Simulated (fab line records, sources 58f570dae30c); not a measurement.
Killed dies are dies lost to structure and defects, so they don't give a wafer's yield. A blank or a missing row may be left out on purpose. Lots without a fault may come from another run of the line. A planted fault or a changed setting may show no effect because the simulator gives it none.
One fault seen from 2 desks | flow berkeley_cmos170 | each desk has only its own numbers; what lay behind them comes last

THE METROLOGY DESK
What the gauges read, lot by lot, whatever tool the lot ran on: means of the sampled wafers that have a number. A lot is out of limits, marked OUT, if its mean lies more than 4 standard deviations from the usual mean; the brackets give that distance.
Columns: A = M1_OVL at UCB170_M1_OVL_MEAS_10, usual 1 nm; B = cd_nm at UCB170_M1_CD_MEAS_90, usual 700.3 nm
lot  | first seen here | A   | B
L175 | day 8 19:58     | 4   | 700.9
L178 | day 8 20:14     | 7   | 698.9
L179 | day 10 06:11    | -2  | 702.0
L181 | day 10 06:26    | 10  | 699.1
L180 | day 10 07:08    | -0  | 690.6
L186 | day 10 15:11    | 0   | 699.8
L184 | day 10 16:02    | 3   | 700.9
L183 | day 10 17:04    | -4  | 692.3
L188 | day 12 11:03    | -3  | 699.9
L189 | day 12 14:13    | 2   | 700.2
L190 | day 12 14:28    | -0  | 698.7
L193 | day 12 21:16    | 3   | 698.8
L194 | day 12 22:18    | -7  | 700.8
L195 | day 12 23:01    | -10 | 696.5
This desk's finding: nothing out of limits on any of the 14 lots.

THE TOOL OWNER'S DESK: rie_metal-01
The tool's own readings at UCB170_M1_METAL_ETCH_12 (etches Al in Cl2/BCl3, stops on PSG, target depth 780 nm, time 130 s): means of the sampled wafers that have a number, for each lot that ran on this tool. A lot is out of limits, marked OUT, if its mean lies more than 4 standard deviations from the usual mean; the brackets give that distance.
Columns: A = drypump_motor_current_A at UCB170_M1_METAL_ETCH_12, usual 5.6 A; B = mfc_cl2_sccm at UCB170_M1_METAL_ETCH_12, usual 90.05 sccm; C = oes_product_au at UCB170_M1_METAL_ETCH_12, usual 0.850 a.u.; D = throttle_valve_pct at UCB170_M1_METAL_ETCH_12, usual 24.21 %
lot  | first seen here | A   | B     | C                | D
L178 | day 8 20:19     | 5.4 | 90.12 | 0.846            | 24.15
L179 | day 10 06:17    | 5.4 | 89.94 | 0.852            | 24.16
L180 | day 10 07:13    | 5.5 | 90.05 | 0.726 (-10) OUT  | 24.08
L183 | day 10 17:08    | 5.4 | 90.17 | 0.743 (-8.9) OUT | 24.21
This desk's finding: out of limits on L180, L183; first on L180, day 10 07:13 (oes_product_au at UCB170_M1_METAL_ETCH_12). In limits: L178, L179.

PUT TOGETHER
The tool owner's desk could have raised an alarm at day 10 07:13, on L180, L183.
The metrology desk saw nothing out of limits.
The metrology desk has L180, L183 on record, within its limits.
Of the lots named, all ran UCB170_M1_METAL_ETCH_12 on rie_metal-01.

WHAT THE SIMULATOR HAD PUT IN
Process parameter drift: rie_metal-01, from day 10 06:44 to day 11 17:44, at UCB170_M1_METAL_ETCH_12. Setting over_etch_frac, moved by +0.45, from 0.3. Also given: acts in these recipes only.
Lots struck among those shown: L180, L183.
Hours from the fault's start to each desk's first reading out of limits: the tool owner's desk, 0.
